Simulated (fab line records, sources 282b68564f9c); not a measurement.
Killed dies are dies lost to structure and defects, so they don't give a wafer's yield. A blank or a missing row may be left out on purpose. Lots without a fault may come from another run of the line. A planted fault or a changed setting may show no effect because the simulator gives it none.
Which tool did it? | flow rit_cmos | 12 lots, 36 wafers sampled, at 3 steps of a route of 202

WHAT THE GAUGES READ, wafer by wafer
RIT_PSD_OVL_MEAS_06.
lot  | measured    | on         | PSD_OVL (nm)
L473 | day 3 05:21 | overlay-01 | 0.7 0.9 -1.1
L474 | day 3 10:16 | overlay-02 | -1.1 0.9 -0.7
L475 | day 3 12:19 | overlay-01 | -0.8 -1.2 -1.4
L476 | day 3 23:49 | overlay-02 | -2.4 -2.2 0.0
L477 | day 4 05:38 | overlay-01 | -2.9 -2.3 -1.9
L478 | day 4 13:19 | overlay-01 | 0.0 -2.0 -2.4
L479 | day 4 13:04 | overlay-02 | 2.2 -0.4 -1.7
L480 | day 4 20:49 | overlay-01 | 0.7 -0.5 -0.4
L482 | day 5 06:55 | overlay-02 | -1.9 -2.3 -1.2
L489 | day 6 13:56 | overlay-02 | -1.9 -0.1 -1.7
L491 | day 6 23:36 | overlay-01 | 0.6 0.3 0.7
L492 | day 7 05:51 | overlay-02 | -0.9 -0.8 -0.5

RIT_SDANNEAL_RS_MEAS_05: measures by four-point-probe.
lot  | measured    | on            | NSD_RS (ohm/sq)
L473 | day 3 06:31 | film_metro-02 | 84.42 84.25 84.28
L474 | day 3 11:25 | film_metro-02 | 84.26 84.21 84.08
L475 | day 3 13:29 | film_metro-03 | 84.65 84.31 84.43
L476 | day 4 00:58 | film_metro-02 | 84.48 84.41 84.70
L477 | day 4 06:56 | film_metro-03 | 84.52 84.56 84.80
L478 | day 4 14:26 | film_metro-02 | 84.30 84.31 84.24
L479 | day 4 14:12 | film_metro-04 | 84.54 84.51 84.27
L480 | day 4 21:56 | film_metro-02 | 84.84 84.91 84.89
L482 | day 5 08:07 | film_metro-04 | 84.87 84.80 84.60
L489 | day 6 15:04 | film_metro-03 | 84.59 84.32 84.40
L491 | day 7 00:47 | film_metro-03 | 84.40 84.33 84.41
L492 | day 7 07:01 | film_metro-02 | 83.81 84.40 84.17

WHICH TOOL RAN EACH LOT (tool, then ch and the chambers of the sampled wafers, then the start)
lot  | RIT_ACTIVE_CVD_03
L473 | lpcvd-01 ch 1, day 1 12:07
L474 | lpcvd-01 ch 0, day 1 19:02
L475 | lpcvd-01 ch 0, day 1 22:07
L476 | lpcvd-02 ch 1, day 2 03:07
L477 | lpcvd-01 ch 0, day 2 08:10
L478 | lpcvd-02 ch 0, day 2 16:32
L479 | lpcvd-02 ch 1, day 2 19:57
L480 | lpcvd-02 ch 1, day 2 23:07
L482 | lpcvd-02 ch 0, day 3 09:59
L489 | lpcvd-01 ch 0, day 4 20:07
L491 | lpcvd-01 ch 1, day 5 07:08
L492 | lpcvd-01 ch 0, day 5 11:07
- RIT_ACTIVE_CVD_03: deposits Si3N4 from SiH2Cl2/NH3, target thk 150 nm, time 1500 s.

WHAT THE TOOLS THEMSELVES READ (means of the sampled wafers that have a number; where no wafer has one, the mark that the record gives instead)
RIT_ACTIVE_CVD_03.
lot  | tool     | sih2cl2_flow_sccm (sccm)
L473 | lpcvd-01 | 60.11
L474 | lpcvd-01 | 59.78
L475 | lpcvd-01 | 59.85
L476 | lpcvd-02 | 59.99
L477 | lpcvd-01 | 60.05
L478 | lpcvd-02 | 60.29
L479 | lpcvd-02 | 59.98
L480 | lpcvd-02 | 59.88
L482 | lpcvd-02 | 60.12
L489 | lpcvd-01 | 60.02
L491 | lpcvd-01 | 60.21
L492 | lpcvd-01 | 60.03

THE ANSWER, worked out from the rows above alone
Rule: what is usual is taken from the lots themselves. Put in order of their means at a reading, lots are off if they are a third of the lots or fewer, leave a main group of 4 or more, and stand apart from it by a gap of 3 or more times the standard deviation of the main group's means; of several such gaps the widest counts. A main group whose means are all the same, to the digits that the tables above print for the reading, isn't used. A lot without any number at a reading at which 4 lots or more have one is off too. The other lots that the step has rows for count as sound. The gauges are gone through in route order, then the tools' own readings, and for those a lot's mean is taken as printed above. The first step at which some lot is off is used, and at that step the reading that is off furthest; a lot without a number counts as furthest.
No lot is off at any reading shown: from this, nothing can be told.

WHAT THE SIMULATOR HAD PUT IN
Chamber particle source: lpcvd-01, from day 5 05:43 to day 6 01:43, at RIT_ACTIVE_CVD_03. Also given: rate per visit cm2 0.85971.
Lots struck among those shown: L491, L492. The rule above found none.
